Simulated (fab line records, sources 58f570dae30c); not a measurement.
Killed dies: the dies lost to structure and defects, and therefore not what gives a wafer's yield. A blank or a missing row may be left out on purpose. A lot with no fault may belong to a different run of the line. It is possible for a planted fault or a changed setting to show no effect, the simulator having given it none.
Comparing a struck lot with a sound one	flow berkeley cmos170	14 out of 331 route steps
Sound: these wafers, L750.1, L750.4, L750.6. Wafers struck: L741.1, L741.3, L741.6. The cause is given at the end.
Each step with rows lists, per side, the tool, then ch with its chambers, then its first start. Under that, the readings that differ: sound wafers	struck wafers	difference of the means	sigmas: that difference in standard deviations of wafers without a fault.
alike: same words and numbers on both sides, and readings whose means sit less than 2 such deviations apart. not compared: any withheld reading, any reading some wafer has no value for, any bound like >300 that may hide the same value, and any number with overlapping values for which the record gives no deviation.
A row with sigmas, a row that says differs or no value, or rows on one side alone: a step with any of these is where the two part. Non-overlapping numbers with no deviation appear without sigmas and do not part them. Lack of a reading on every wafer of one side parts them only where that side has two or more wafers.

UCB170_CONTACT_ETCH_18: etches PSG in CHF3/CF4/Ar, stops on TiSi2, target depth 840 nm, time 195 s.
  sound: rie diel-02 ch 2,3; struck: rie diel-02 ch 0,2,3
  alike: drypump motor current A, mfc ar sccm, oes product au, throttle valve pct
  not compared: rf hours counter h
UCB170_CONTACT_STRIP_19: strips in O2.
  sound on plasma asher-02 ch 0, day 10 21:31; struck on plasma asher-04 ch 0, day 9 10:40
  alike: drypump motor current A, oes product au
  not compared: rf hours counter h
UCB170_CONTACT_CD_MEAS_90: target cd 700 nm.
  sound on cd sem-01 at day 10 21:37; struck on cd sem-02 at day 9 10:46
  alike: cd nm
then, 1 step without rows for these wafers: UCB170_CONTACT_CLEAN_20 (cleans in SPM, time 600 s).
UCB170_M1_SPUTTER_00: material Al, target thk 600 nm, time 80 s.
  sound on pvd sputter-02 at day 10 21:59; struck on pvd sputter-02 at day 9 11:04
  alike: throttle valve pct
UCB170_M1_RS_MEAS_01: measures by four-point-probe.
  sound on film metro-01 at day 10 22:03; struck on film metro-02 at day 9 11:08
  alike: M1_AL_RS
UCB170_M1_THK_MEAS_02: measures by xrf.
  sound on film metro-01 at day 10 22:10; struck on film metro-02 at day 9 11:15
  alike: M1_AL_THK
then, 5 steps without rows for these wafers: UCB170_M1_COAT_03; UCB170_M1_COAT_04 (resist thk 900 nm); UCB170_M1_SOFTBAKE_05 (time 60 s); UCB170_M1_EXPOSE_06 (exposes mask METAL1, target cd 700 nm); UCB170_M1_PEB_07.
UCB170_M1_DEVELOP_08: develop time 45 s.
  struck on litho track-01, day 9 13:00; sound on litho track-01 ch 0, day 10 23:00
  no value came back on the struck wafers for chill plate temp C (C), develop time s (s); on the sound wafers chill plate temp C (C) reads 22.92 22.90 22.94
reading	sound	struck	difference	sigmas
model.KrF_of_M1_COAT_04.thk nm (nm)	882 886.1 883.3	894.3 896.8 895.3	+11.7	
UCB170_M1_CD_MEAS_09: target cd 700 nm.
  sound on cd sem-01 at day 10 23:28; struck on cd sem-01 at day 9 14:07
reading	sound	struck	difference	sigmas
cd nm (nm)	701.5 701.4 701.1	- - -	no value on the struck wafers	

== WHERE THEY PART ==
First at UCB170_M1_DEVELOP_08; last, within this record, at UCB170_M1_CD_MEAS_09.

WHY: whatever the simulator had introduced
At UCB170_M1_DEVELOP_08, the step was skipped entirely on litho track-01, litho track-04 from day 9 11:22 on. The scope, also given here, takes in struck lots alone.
